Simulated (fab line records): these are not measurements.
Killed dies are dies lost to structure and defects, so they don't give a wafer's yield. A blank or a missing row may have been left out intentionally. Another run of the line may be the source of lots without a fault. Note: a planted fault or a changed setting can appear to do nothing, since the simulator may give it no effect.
fab line records ; flow rit-cmos
record lots=6; wafers=18; last-day=6
route steps=202 shown ACTIVE@18 FOX1@20 FOX2@23 NWELL@28 M1@202
lots with no fault: from the same line, run without faults
start-h: hours from the record's first day to the start of the lot's first wafer shown ; wait-h: hours elapsed since this lot's preceding step ; " identical to the entry in the row above ; L1.1+2: a single row standing in for several wafers ; - no value present, or no start provided ; * or withheld: withheld ; < > ~ a bound
route shown NAME@n: a module of which the file shows steps, and the number in the route of the first ; usual: average and standard deviation across the fault-free wafers ; same: alike in all rows ; chamber/n: place in a boat ; sites: per-site readings ; _std_site: how widely they spread, as a standard deviation ; _edge_site: inner sites' mean taken away from outer sites' mean ; radius-mm: for every site, how far away it sits from the centre of the wafer ; mask NAME#n: copy n ; behind: the last tool/chamber to shape the wafer ; hold: cause of the lot's hold/its duration in hours/its outcome ; device: the transistor (n, p or np) that didn't switch ; end of line: the tests these same wafers got at the end of their route ; where a step has no rows: the recipe by itself ; killed: not the wafer's yield, but the dies lost to structure and defects at the first sort ; map: the dies of a wafer, with x for killed, . for not killed, _ for no die there
set.NAME: the setting as run; set.NAME@STEP: as run at that earlier step ; model.NAME: the simulator's own value behind a step, which no gauge read
a table for each step, a row for each wafer; lots at some steps of the route
## steps
# step RIT_ACTIVE_CLEAN_16
# recipe chemistry=dHF; dilution=50:1; time-s=30
# step RIT_ACTIVE_CLEAN_17
# recipe chemistry=SC2; mix=3:3:50; time-s=600; temp-c=75; dry=n2-spin
# step RIT_FOX1_OXIDATION_00
# recipe temp-c=1100; ambient=H2O; target-thk-a=3507; p-h2o-torr=720; ox-time-s=1130
# step RIT_FOX1_THK_MEAS_01
# recipe reads=SiO2_of_FOX1_OXIDATION_00
# usual FOX1_OXIDE_THK=353/6.5
lot.wafer;tool;chamber;start-h;wait-h;FOX1_OXIDE_THK[nm]
L902.1;film-metro-02;-;22.23;0.0;348
L902.2;film-metro-02;-;22.23;0.0;344
L902.3;film-metro-02;-;22.23;0.0;340
L907.3;film-metro-02;-;46.96;0.0;352
L907.4;film-metro-02;-;46.96;0.0;359
L907.5;film-metro-02;-;46.96;0.0;360
L911.1;film-metro-02;-;66.82;0.0;355
L911.3;film-metro-02;-;66.82;0.0;351
L911.4;film-metro-02;-;66.82;0.0;352
L912.1;film-metro-02;-;71.82;0.0;342
L912.3;film-metro-02;-;71.82;0.0;347
L912.4;film-metro-02;-;71.82;0.0;343
L918.1;film-metro-01;-;101.91;0.0;357
L918.3;film-metro-01;-;101.91;0.0;355
L918.4;film-metro-01;-;101.91;0.0;352
L919.1;film-metro-01;-;107.04;0.0;359
L919.2;film-metro-01;-;107.04;0.0;354
L919.4;film-metro-01;-;107.04;0.0;357
# step RIT_FOX1_WET_ETCH_02
# recipe chemistry=BOE; target-depth-nm=350; time-s=390; temp-c=21.5; dry=n2-spin; dilution=10:1; target=SiO2
# step RIT_FOX2_OXIDATION_00
# recipe temp-c=1100; ambient=H2O; target-thk-a=3507; p-h2o-torr=720; ox-time-s=1130
# step RIT_FOX2_THK_MEAS_01
# recipe reads=SiO2_of_FOX2_OXIDATION_00
# usual FOX2_OXIDE_THK=352/6
lot.wafer;tool;chamber;start-h;wait-h;FOX2_OXIDE_THK[nm]
L902.1;film-metro-03;-;24.50;0.0;355
L902.2;film-metro-03;-;24.50;0.0;358
L902.3;film-metro-03;-;24.50;0.0;356
L907.3;film-metro-03;-;48.45;0.0;347
L907.4;film-metro-03;-;48.45;0.0;345
L907.5;film-metro-03;-;48.45;0.0;349
L911.1;film-metro-03;-;68.32;0.0;358
L911.3;film-metro-03;-;68.32;0.0;350
L911.4;film-metro-03;-;68.32;0.0;351
L912.1;film-metro-03;-;73.37;0.0;351
L912.3;film-metro-03;-;73.37;0.0;351
L912.4;film-metro-03;-;73.37;0.0;354
L918.1;film-metro-04;-;103.40;0.0;359
L918.3;film-metro-04;-;103.40;0.0;364
L918.4;film-metro-04;-;103.40;0.0;359
L919.1;film-metro-03;-;108.53;0.0;347
L919.2;film-metro-03;-;108.53;0.0;348
L919.4;film-metro-03;-;108.53;0.0;349
# step RIT_FOX2_CLEAN_02
# recipe chemistry=dHF; dilution=50:1; time-s=180
# step RIT_FOX2_WET_ETCH_03
# recipe chemistry=H3PO4; target=Si3N4; target-depth-nm=195; temp-c=165; time-s=2700
# step RIT_FOX2_THK_MEAS_90
# recipe reads=SiO2_of_FOX2_OXIDATION_00
# usual FIELD_OXIDE_LEFT_1_THK=325/6.1
lot.wafer;tool;chamber;start-h;wait-h;FIELD_OXIDE_LEFT_1_THK[nm]
L902.1;film-metro-03;-;25.38;0.0;327
L902.2;film-metro-03;-;25.38;0.0;331
L902.3;film-metro-03;-;25.38;0.0;328
L907.3;film-metro-03;-;49.33;0.0;321
L907.4;film-metro-03;-;49.33;0.0;318
L907.5;film-metro-03;-;49.33;0.0;322
L911.1;film-metro-03;-;69.20;0.0;331
L911.3;film-metro-03;-;69.20;0.0;324
L911.4;film-metro-03;-;69.20;0.0;324
L912.1;film-metro-03;-;74.25;0.0;323
L912.3;film-metro-03;-;74.25;0.0;323
L912.4;film-metro-03;-;74.25;0.0;326
L918.1;film-metro-04;-;104.28;0.0;332
L918.3;film-metro-04;-;104.28;0.0;336
L918.4;film-metro-04;-;104.28;0.0;331
L919.1;film-metro-04;-;110.17;0.0;320
L919.2;film-metro-04;-;110.17;0.0;321
L919.4;film-metro-04;-;110.17;0.0;322
# step RIT_NWELL_HMDS_00
# recipe prime-time-s=60; prime-temp-c=140
# step RIT_NWELL_COAT_01
# recipe resist=NOVOLAK; spin-rpm=2000; resist-thk-nm=1300
# step RIT_NWELL_SOFTBAKE_02
# recipe resist=NOVOLAK; temp-c=90; time-s=60
# usual chill-plate-temp-C=23.01/0.11; heater-power-total-W=34.56/0.047; plate-temp-C=90.01/0.14
lot.wafer;tool;chamber;start-h;wait-h;chill-plate-temp-C;heater-power-total-W;plate-temp-C
L902.1;litho-track-02;0;25.74;0.1;23.03;34.59;89.81
L902.2;litho-track-02;0;25.74;0.1;22.98;34.56;89.64
L902.3;litho-track-02;0;25.74;0.1;22.88;34.68;89.84
L907.3;litho-track-03;0;49.72;0.1;23.00;34.59;89.93
L907.4;litho-track-03;0;49.72;0.1;23.11;34.61;89.94
L907.5;litho-track-03;0;49.72;0.1;22.97;34.62;89.96
L911.1;litho-track-03;0;69.56;0.1;23.01;33.27;87.43
L911.3;litho-track-03;0;69.56;0.1;23.10;33.28;87.40
L911.4;litho-track-03;0;69.56;0.1;22.91;33.29;87.54
L912.1;litho-track-03;0;74.61;0.1;22.95;33.32;87.72
L912.3;litho-track-03;0;74.61;0.1;22.98;33.31;87.70
L912.4;litho-track-03;0;74.61;0.1;23.16;33.33;87.68
L918.1;litho-track-02;0;104.64;0.1;23.15;34.55;90.01
L918.3;litho-track-02;0;104.64;0.1;23.06;34.59;89.96
L918.4;litho-track-02;0;104.64;0.1;23.13;34.56;90.19
L919.1;litho-track-02;0;110.53;0.1;22.99;34.53;89.97
L919.2;litho-track-02;0;110.53;0.1;22.94;34.60;89.78
L919.4;litho-track-02;0;110.53;0.1;22.92;34.59;89.83
# step RIT_NWELL_EXPOSE_03
# recipe mask-id=M2; na=0.57; target-cd-nm=43900; dose-mj=250
# step RIT_NWELL_PEB_04
# recipe resist=NOVOLAK; temp-c=withheld; time-s=withheld
# step RIT_NWELL_DEVELOP_05
# recipe resist=NOVOLAK; develop-time-s=68; dev-temp-c=23
# usual chill-plate-temp-C=22.99/0.11
lot.wafer;tool;chamber;start-h;wait-h;chill-plate-temp-C;model.NOVOLAK_of_NWELL_COAT_01.thk-nm
L902.1;litho-track-03;0;-;-;23.06;1296
L902.2;litho-track-03;0;-;-;22.89;1299
L902.3;litho-track-03;0;-;-;22.79;1300
L907.3;litho-track-03;0;-;-;22.87;1305
L907.4;litho-track-03;0;-;-;22.85;1298
L907.5;litho-track-03;0;-;-;22.98;1305
L911.1;litho-track-02;0;-;-;22.85;1311
L911.3;litho-track-02;0;-;-;22.90;1312
L911.4;litho-track-02;0;-;-;22.98;1310
L912.1;litho-track-03;0;-;-;22.94;1308
L912.3;litho-track-03;0;-;-;23.05;1308
L912.4;litho-track-03;0;-;-;23.05;1307
L918.1;litho-track-02;0;-;-;22.97;1298
L918.3;litho-track-02;0;-;-;23.04;1300
L918.4;litho-track-02;0;-;-;23.25;1300
L919.1;litho-track-01;0;-;-;23.05;1302
L919.2;litho-track-01;0;-;-;23.03;1302
L919.4;litho-track-01;0;-;-;23.14;1306
# step RIT_NWELL_OVL_MEAS_06
# usual NWELL_OVL=-0.1/1.4
lot.wafer;tool;chamber;start-h;wait-h;NWELL_OVL[nm]
L902.1;overlay-01;-;26.44;-;-1.8
L902.2;overlay-01;-;26.44;-;-1.2
L902.3;overlay-01;-;26.44;-;-1.5
L907.3;overlay-01;-;50.26;-;-0.1
L907.4;overlay-01;-;50.26;-;-1.4
L907.5;overlay-01;-;50.26;-;-0.5
L911.1;overlay-02;-;70.14;-;-0.5
L911.3;overlay-02;-;70.14;-;0.3
L911.4;overlay-02;-;70.14;-;0.9
L912.1;overlay-02;-;75.31;-;-1.1
L912.3;overlay-02;-;75.31;-;-0.1
L912.4;overlay-02;-;75.31;-;0.9
L918.1;overlay-02;-;105.22;-;-0.1
L918.3;overlay-02;-;105.22;-;0.4
L918.4;overlay-02;-;105.22;-;-0.9
L919.1;overlay-01;-;111.11;-;-1.8
L919.2;overlay-01;-;111.11;-;0.8
L919.4;overlay-01;-;111.11;-;-1.1
# step RIT_M1_PROBE_99
# usual killed-at-contacts=0.1/0.36; killed-at-front-end=7/3.4; killed-dies=7/3.4; killed-on-rim=2.0/1.5; killed-open=3.3/2; killed-short=3.8/2.4
# same gross-dies=264; killed_at_M0_to_M3=0; killed_at_M4_up=0; killed-at-back-side=0; killed-at-other=0
lot.wafer;tool;chamber;start-h;wait-h;killed-at-contacts;killed-at-front-end;killed-dies;killed-on-rim;killed-open;killed-short
L902.1;prober-01;-;62.50;0.1;0;4;4;1;0;4
L902.2;prober-01;-;62.55;0.1;1;4;5;1;2;3
L902.3;prober-01;-;62.60;0.2;0;8;8;2;1;7
L907.3;prober-02;-;86.14;0.2;0;3;3;1;2;1
L907.4;prober-02;-;86.19;0.2;0;6;6;2;1;5
L907.5;prober-02;-;86.24;0.2;0;5;5;1;3;2
L911.1;prober-02;-;106.65;0.1;0;6;6;4;2;4
L911.3;prober-02;-;106.75;0.2;0;8;8;1;3;5
L911.4;prober-02;-;106.80;0.2;0;8;8;4;1;7
L912.1;prober-01;-;110.86;0.1;0;2;2;0;1;1
L912.3;prober-01;-;110.96;0.2;0;2;2;1;2;0
L912.4;prober-01;-;111.01;0.2;0;7;7;1;5;2
L918.1;prober-01;-;141.59;0.1;0;6;6;2;3;3
L918.3;prober-01;-;141.69;0.2;0;4;4;0;2;2
L918.4;prober-01;-;141.74;0.2;0;8;8;2;5;3
L919.1;prober-02;-;147.07;0.1;0;11;11;6;4;7
L919.2;prober-02;-;147.12;0.1;0;8;8;1;5;3
L919.4;prober-02;-;147.22;0.2;0;17;17;4;7;10
# killed by level:class
L902.1 GATE:geometric-particle:short=2 SILICIDE:geometric-particle:short=2
L902.2 ACTIVE:geometric-particle:short=1 FOX1:geometric-particle:short=1 GATE:geometric-particle:open=1 SPACER:geometric-particle:short=1 CONTACT:geometric-particle:open=1
L902.3 SPACER:geometric-particle:short=4 FOX1:geometric-particle:short=2 FOX2:geometric-particle:open=1 GATE:geometric-particle:short=1
L907.3 GATE:geometric-particle:open=1 REOX:geometric-particle:short=1 SPACER:geometric-particle:open=1
L907.4 GATE:geometric-particle:short=3 FOX1:geometric-particle:short=1 REOX:geometric-particle:open=1 SPACER:geometric-particle:short=1
L907.5 GATE:geometric-particle:open=2 FOX1:geometric-particle:short=1 GATE:geometric-particle:short=1 SPACER:geometric-particle:open=1
L911.1 FOX2:geometric-particle:short=2 FOX1:geometric-particle:short=1 FOX1:geometric-particle:open=1 FOX2:geometric-particle:open=1 GATE:geometric-particle:short=1
L911.3 FOX1:geometric-particle:open=1 FOX1:geometric-particle:short=1 FOX2:geometric-particle:short=1 GATE:geometric-particle:short=1 GATE:geometric-particle:open=1 REOX:geometric-particle:short=1 SPACER:geometric-particle:short=1 SILICIDE:geometric-particle:open=1
L911.4 SILICIDE:geometric-particle:short=2 FOX1:geometric-particle:open=1 FOX1:geometric-particle:short=1 FOX2:geometric-particle:short=1 GATE:geometric-particle:short=1 REOX:geometric-particle:short=1 SPACER:geometric-particle:short=1
L912.1 FOX1:geometric-particle:open=1 SPACER:geometric-particle:short=1
L912.3 GATE:geometric-particle:open=2
L912.4 FOX1:geometric-particle:open=4 GATE:geometric-particle:short=1 GATE:geometric-particle:open=1 SILICIDE:geometric-particle:short=1
L918.1 GATE:geometric-particle:open=3 FOX1:geometric-particle:short=2 REOX:geometric-particle:short=1
L918.3 FOX1:geometric-particle:short=1 FOX1:geometric-particle:open=1 SPACER:geometric-particle:open=1 SILICIDE:geometric-particle:short=1
L918.4 GATE:geometric-particle:short=3 GATE:geometric-particle:open=3 SPACER:geometric-particle:open=1 SILICIDE:geometric-particle:open=1
L919.1 FOX1:geometric-particle:short=4 GATE:geometric-particle:short=3 GATE:geometric-particle:open=3 SPACER:geometric-particle:open=1
L919.2 GATE:geometric-particle:short=3 GATE:geometric-particle:open=3 FOX2:geometric-particle:open=1 SILICIDE:geometric-particle:open=1
L919.4 GATE:geometric-particle:short=6 GATE:geometric-particle:open=4 FOX1:geometric-particle:short=3 FOX1:geometric-particle:open=1 REOX:geometric-particle:short=1 SPACER:geometric-particle:open=1 SILICIDE:geometric-particle:open=1
## key
first-sign step=RIT_NWELL_SOFTBAKE_02; reading=heater-power-total-W; direction=down; sigmas=27; usual=34.56; struck=33.30
effect step=RIT_NWELL_SOFTBAKE_02; reading=plate-temp-C; direction=down; sigmas=17; usual=*; struck=*
model-effect step=RIT_NWELL_DEVELOP_05; value=NOVOLAK_of_NWELL_COAT_01.thk-nm; without=1301; struck=1309
met-at RIT_NWELL_SOFTBAKE_02
struck-wafers L911.1,L911.3,L911.4,L912.1,L912.3,L912.4
tester-left-out L911,L912
onset-between 49.72 69.56
fault kind=process-parameter-drift; tool=litho-track-03; chamber=-; onset-h=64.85; steps=RIT_NWELL_SOFTBAKE_02; channel=temp-c; offset=*; shape=step; end-h=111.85; acts-in=*; stated=*
# tester-left-out: of these lots the tester's yield and bins aren't shown, on N5 and GAA mostly nor the transistor test; their killed dies are dies lost to structure and defects alone, not to doping, threshold or leakage, so they don't give the yield
